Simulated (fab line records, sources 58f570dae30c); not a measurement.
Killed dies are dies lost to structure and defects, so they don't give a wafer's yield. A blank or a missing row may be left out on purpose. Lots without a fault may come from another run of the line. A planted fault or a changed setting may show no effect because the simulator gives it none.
A struck lot beside a sound one | flow berkeley_cmos170 | 44 steps out of a route of 331
Sound: wafers L313.1, L313.2, L313.5. Struck: wafers L319.1, L319.2, L319.3. The cause comes at the end.
At each step with rows: each side's tool, then ch and its chambers, then its first start. Under that, the readings that differ: sound wafers | struck wafers | difference of the means | sigmas: that difference in standard deviations of wafers without a fault.
alike: readings whose means differ by less than 2 such deviations, and words and numbers that are the same on both sides. not compared: withheld readings, readings that some wafer has no value for, bounds like >300 that may hide the same value, and numbers for which the record gives no deviation and whose values overlap.
The two part at a step that has a row with sigmas, a row that says differs or no value, or rows on one side only. Numbers that don't overlap but have no deviation are shown without sigmas and don't part them. A reading that every wafer of one side lacks parts them only if that side has two wafers or more.

first, 1 step without rows for these wafers: UCB170_PLDD_IMPLANT_09.
UCB170_PLDD_STRIP_10: strips in O2.
  sound on plasma_asher-03 ch 0,1, day 7 21:01; struck on plasma_asher-04 ch 0,1, day 9 06:13
  alike: drypump_motor_current_A, oes_product_au, strip_time_to_endpoint_s
  not compared: rf_hours_counter_h
UCB170_PLDD_TW_MEAS_11:
  sound on film_metro-03, day 7 21:07; struck on film_metro-02, day 9 06:19
  reading | sound       | struck         | difference | sigmas
  PLDD_TW | 989 995 987 | 1017 1019 1020 | +28        | +3
then, 7 steps without rows for these wafers: UCB170_PLDD_CLEAN_12 (cleans in SPM, time 600 s); UCB170_NLDD_HMDS_00 (prime time 60 s); UCB170_NLDD_COAT_01 (resist thk 900 nm); UCB170_NLDD_SOFTBAKE_02 (time 60 s); UCB170_NLDD_EXPOSE_03 (exposes mask NSELECT, target cd 1200 nm); UCB170_NLDD_PEB_04; UCB170_NLDD_DEVELOP_05 (develop time 45 s).
UCB170_NLDD_CD_MEAS_06: target cd 1200 nm.
  sound on cd_sem-01, day 7 23:28; struck on cd_sem-02, day 9 08:50
  alike: cd_nm
UCB170_NLDD_OVL_MEAS_07:
  sound on overlay-01, day 7 23:35; struck on overlay-02, day 9 08:58
  alike: NLDD_OVL
UCB170_NLDD_IMPLANT_08:
  sound on implanter-01 ch 0, day 7 23:38; struck on implanter-01 ch 0, day 9 09:19
  alike: beam_on_s
then, 1 step without rows for these wafers: UCB170_NLDD_IMPLANT_09.
UCB170_NLDD_STRIP_10: strips in O2.
  sound on plasma_asher-01 ch 0,1, day 7 23:56; struck on plasma_asher-01 ch 0,1, day 9 09:40
  alike: drypump_motor_current_A, oes_product_au, strip_time_to_endpoint_s
  not compared: rf_hours_counter_h
UCB170_NLDD_TW_MEAS_11:
  sound on film_metro-03, day 8 00:02; struck on film_metro-02, day 9 09:46
  reading | sound          | struck         | difference | sigmas
  NLDD_TW | 2179 2175 2176 | 2488 2487 2477 | +307       | +15
then, 1 step without rows for these wafers: UCB170_NLDD_CLEAN_12 (cleans in SPM, time 600 s).
UCB170_SPACER_CVD_00: deposits SiO2 from TEOS/O2, target thk 376 nm, time 47 s.
  sound on pecvd-03 ch 0,1, day 8 00:17; struck on pecvd-01 ch 0,1, day 9 10:05
  alike: heater_power_w
UCB170_SPACER_THK_MEAS_01:
  sound on film_metro-03, day 8 00:19; struck on film_metro-01, day 9 10:08
  alike: SPACER_TEOS_THK
then, 1 step without rows for these wafers: UCB170_SPACER_ANNEAL_02 (time 1800 s).
UCB170_SPACER_ETCHBACK_03: etches SiO2 in CHF3/CF4/Ar, stops on Si, target depth 376 nm, time 100 s.
  sound on rie_diel-01 ch 0,2,3, day 8 05:57; struck on rie_diel-04 ch 1,2,3, day 9 12:50
  alike: drypump_motor_current_A, oes_product_au, throttle_valve_pct
  not compared: rf_hours_counter_h
then, 6 steps without rows for these wafers: UCB170_PSD_HMDS_00 (prime time 60 s); UCB170_PSD_COAT_01 (resist thk 900 nm); UCB170_PSD_SOFTBAKE_02 (time 60 s); UCB170_PSD_EXPOSE_03 (exposes mask PSELECT MOD, target cd 1200 nm); UCB170_PSD_PEB_04; UCB170_PSD_DEVELOP_05 (develop time 45 s).
UCB170_PSD_CD_MEAS_06: target cd 1200 nm.
  sound on cd_sem-02, day 8 09:08; struck on cd_sem-02, day 9 16:07
  alike: cd_nm
UCB170_PSD_OVL_MEAS_07:
  sound on overlay-02, day 8 09:15; struck on overlay-01, day 9 16:14
  alike: PSD_OVL
then, 1 step without rows for these wafers: UCB170_PSD_IMPLANT_08.
UCB170_PSD_STRIP_09: strips in O2.
  sound on plasma_asher-02 ch 0,1, day 8 09:26; struck on plasma_asher-04 ch 0,1, day 9 16:25
  alike: drypump_motor_current_A, oes_product_au, strip_time_to_endpoint_s
  not compared: rf_hours_counter_h
UCB170_PSD_TW_MEAS_10:
  sound on film_metro-01, day 8 09:32; struck on film_metro-01, day 9 16:31
  alike: PSD_TW
then, 7 steps without rows for these wafers: UCB170_PSD_CLEAN_11 (cleans in SPM, time 600 s); UCB170_NSD_HMDS_00 (prime time 60 s); UCB170_NSD_COAT_01 (resist thk 900 nm); UCB170_NSD_SOFTBAKE_02 (time 60 s); UCB170_NSD_EXPOSE_03 (exposes mask NSELECT MOD, target cd 1200 nm); UCB170_NSD_PEB_04; UCB170_NSD_DEVELOP_05 (develop time 45 s).
UCB170_NSD_CD_MEAS_06: target cd 1200 nm.
  sound on cd_sem-01, day 8 14:07; struck on cd_sem-02, day 9 18:56
  alike: cd_nm
UCB170_NSD_OVL_MEAS_07:
  sound on overlay-02, day 8 14:14; struck on overlay-02, day 9 19:03
  alike: NSD_OVL
then, 1 step without rows for these wafers: UCB170_NSD_IMPLANT_08.
UCB170_SDANNEAL_RS_MEAS_05: measures by four-point-probe.
  sound on film_metro-01, day 8 15:59; struck on film_metro-02, day 9 21:45
  reading          | sound             | struck            | difference | sigmas
  NLDD_RS (ohm/sq) | 616.0 615.4 616.2 | 464.6 464.5 464.5 | -151.3     | -99 or more
UCB170_M3_PROBE_99:
  the record has rows for the struck wafers here (prober-01, day 11 02:43) and none for the sound ones

WHERE THEY PART
First at UCB170_PLDD_TW_MEAS_11; last, within this record, at UCB170_M3_PROBE_99.

WHY: what the simulator had put in
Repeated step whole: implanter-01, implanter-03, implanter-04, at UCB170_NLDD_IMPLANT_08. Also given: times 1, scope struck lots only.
